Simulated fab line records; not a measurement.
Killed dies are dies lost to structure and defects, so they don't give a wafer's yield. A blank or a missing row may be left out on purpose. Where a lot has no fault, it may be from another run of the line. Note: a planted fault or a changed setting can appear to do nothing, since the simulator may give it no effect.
What tool caused it? || flow rit-cmos || 15 lots (45 wafers sampled), 1 step of a 202-step route

WHAT THE GAUGES SHOWED, per wafer
Not one reading of a measure or inspect step in the record can be checked against a usual standard deviation.

TOOL THAT RAN EACH LOT (tool first, then ch and the chambers of the sampled wafers, then the start)
{"lot": "L442", "RIT_ACTIVE_EXPOSE_08": "iline-stepper-01 ch 0, day 1 14:13"}
{"lot": "L443", "RIT_ACTIVE_EXPOSE_08": "iline-stepper-01 ch 0, day 1 20:27"}
{"lot": "L444", "RIT_ACTIVE_EXPOSE_08": "iline-stepper-01 ch 0, day 2 02:55"}
{"lot": "L445", "RIT_ACTIVE_EXPOSE_08": "iline-stepper-01 ch 0, day 2 06:07"}
{"lot": "L449", "RIT_ACTIVE_EXPOSE_08": "iline-stepper-02, day 3 01:02"}
{"lot": "L450", "RIT_ACTIVE_EXPOSE_08": "iline-stepper-01, day 3 06:31"}
{"lot": "L451", "RIT_ACTIVE_EXPOSE_08": "iline-stepper-01, day 3 11:02"}
{"lot": "L455", "RIT_ACTIVE_EXPOSE_08": "iline-stepper-02 ch 0, day 4 07:04"}
{"lot": "L456", "RIT_ACTIVE_EXPOSE_08": "iline-stepper-02 ch 0, day 4 12:04"}
{"lot": "L457", "RIT_ACTIVE_EXPOSE_08": "iline-stepper-02 ch 0, day 4 17:05"}
{"lot": "L459", "RIT_ACTIVE_EXPOSE_08": "iline-stepper-02 ch 0, day 5 03:12"}
{"lot": "L462", "RIT_ACTIVE_EXPOSE_08": "iline-stepper-02 ch 0, day 5 18:10"}
{"lot": "L463", "RIT_ACTIVE_EXPOSE_08": "iline-stepper-02 ch 0, day 5 23:02"}
{"lot": "L464", "RIT_ACTIVE_EXPOSE_08": "iline-stepper-02 ch 0, day 6 04:02"}
{"lot": "L465", "RIT_ACTIVE_EXPOSE_08": "iline-stepper-02 ch 0, day 6 09:02"}
- RIT_ACTIVE_EXPOSE_08: exposes mask M1, target cd 1400 nm.

WHAT THE TOOLS THEMSELVES READ (means of the sampled wafers that have a number; where no wafer has one, the mark that the record gives instead)
RIT_ACTIVE_EXPOSE_08.
{"lot": "L442", "tool": "iline-stepper-01", "exposure-dose-mJ-cm2": 225.29, "focus-offset-nm (nm)": 0.8, "stage-vel-mm-s (mm/s)": 500.14}
{"lot": "L443", "tool": "iline-stepper-01", "exposure-dose-mJ-cm2": 224.97, "focus-offset-nm (nm)": 0.9, "stage-vel-mm-s (mm/s)": 499.64}
{"lot": "L444", "tool": "iline-stepper-01", "exposure-dose-mJ-cm2": 224.89, "focus-offset-nm (nm)": -0.1, "stage-vel-mm-s (mm/s)": 499.94}
{"lot": "L445", "tool": "iline-stepper-01", "exposure-dose-mJ-cm2": 225.14, "focus-offset-nm (nm)": -1.0, "stage-vel-mm-s (mm/s)": 500.08}
{"lot": "L449", "tool": "iline-stepper-02", "exposure-dose-mJ-cm2": "-", "focus-offset-nm (nm)": "-", "stage-vel-mm-s (mm/s)": "-"}
{"lot": "L450", "tool": "iline-stepper-01", "exposure-dose-mJ-cm2": "-", "focus-offset-nm (nm)": "-", "stage-vel-mm-s (mm/s)": "-"}
{"lot": "L451", "tool": "iline-stepper-01", "exposure-dose-mJ-cm2": "-", "focus-offset-nm (nm)": "-", "stage-vel-mm-s (mm/s)": "-"}
{"lot": "L455", "tool": "iline-stepper-02", "exposure-dose-mJ-cm2": 224.84, "focus-offset-nm (nm)": -0.0, "stage-vel-mm-s (mm/s)": 499.76}
{"lot": "L456", "tool": "iline-stepper-02", "exposure-dose-mJ-cm2": 224.75, "focus-offset-nm (nm)": -0.2, "stage-vel-mm-s (mm/s)": 499.99}
{"lot": "L457", "tool": "iline-stepper-02", "exposure-dose-mJ-cm2": 224.86, "focus-offset-nm (nm)": 0.7, "stage-vel-mm-s (mm/s)": 499.85}
{"lot": "L459", "tool": "iline-stepper-02", "exposure-dose-mJ-cm2": 224.75, "focus-offset-nm (nm)": -0.2, "stage-vel-mm-s (mm/s)": 500.16}
{"lot": "L462", "tool": "iline-stepper-02", "exposure-dose-mJ-cm2": 224.88, "focus-offset-nm (nm)": 0.4, "stage-vel-mm-s (mm/s)": 500.11}
{"lot": "L463", "tool": "iline-stepper-02", "exposure-dose-mJ-cm2": 225.04, "focus-offset-nm (nm)": 0.5, "stage-vel-mm-s (mm/s)": 500.18}
{"lot": "L464", "tool": "iline-stepper-02", "exposure-dose-mJ-cm2": 224.80, "focus-offset-nm (nm)": 0.4, "stage-vel-mm-s (mm/s)": 499.95}
{"lot": "L465", "tool": "iline-stepper-02", "exposure-dose-mJ-cm2": 224.81, "focus-offset-nm (nm)": -0.5, "stage-vel-mm-s (mm/s)": 500.11}

THE ANSWER, worked out from the rows above alone
Rule: usual is defined by the lots themselves. Put in order of their means at a reading, lots are off if they are a third of the lots or fewer, leave a main group of 4 or more, and stand apart from it by a gap of 3 or more times the standard deviation of the main group's means; of several such gaps the widest counts. A main group whose means are all the same, to the digits that the tables above print for the reading, isn't used. A lot without any number at a reading at which 4 lots or more have one is off too. The other lots that the step has rows for count as sound. Order of review: gauges by route order, followed by the tools' own readings, for which a lot's mean as printed above is used. The first step at which some lot is off is used, and at that step the reading that is off furthest; a lot without a number counts as furthest.
Off at RIT_ACTIVE_EXPOSE_08 (exposure-dose-mJ-cm2): L449, L450, L451. Without a number there: L449, L450, L451. Mean 224.92 and standard deviation 0.16 in the main group.
If a tool, at that step or one of the process steps before it, ran each lot that is off and ran no sound lot following the first of them, it fits. Not one of the candidates tried fits.

WHAT THE SIMULATOR HAD INSERTED
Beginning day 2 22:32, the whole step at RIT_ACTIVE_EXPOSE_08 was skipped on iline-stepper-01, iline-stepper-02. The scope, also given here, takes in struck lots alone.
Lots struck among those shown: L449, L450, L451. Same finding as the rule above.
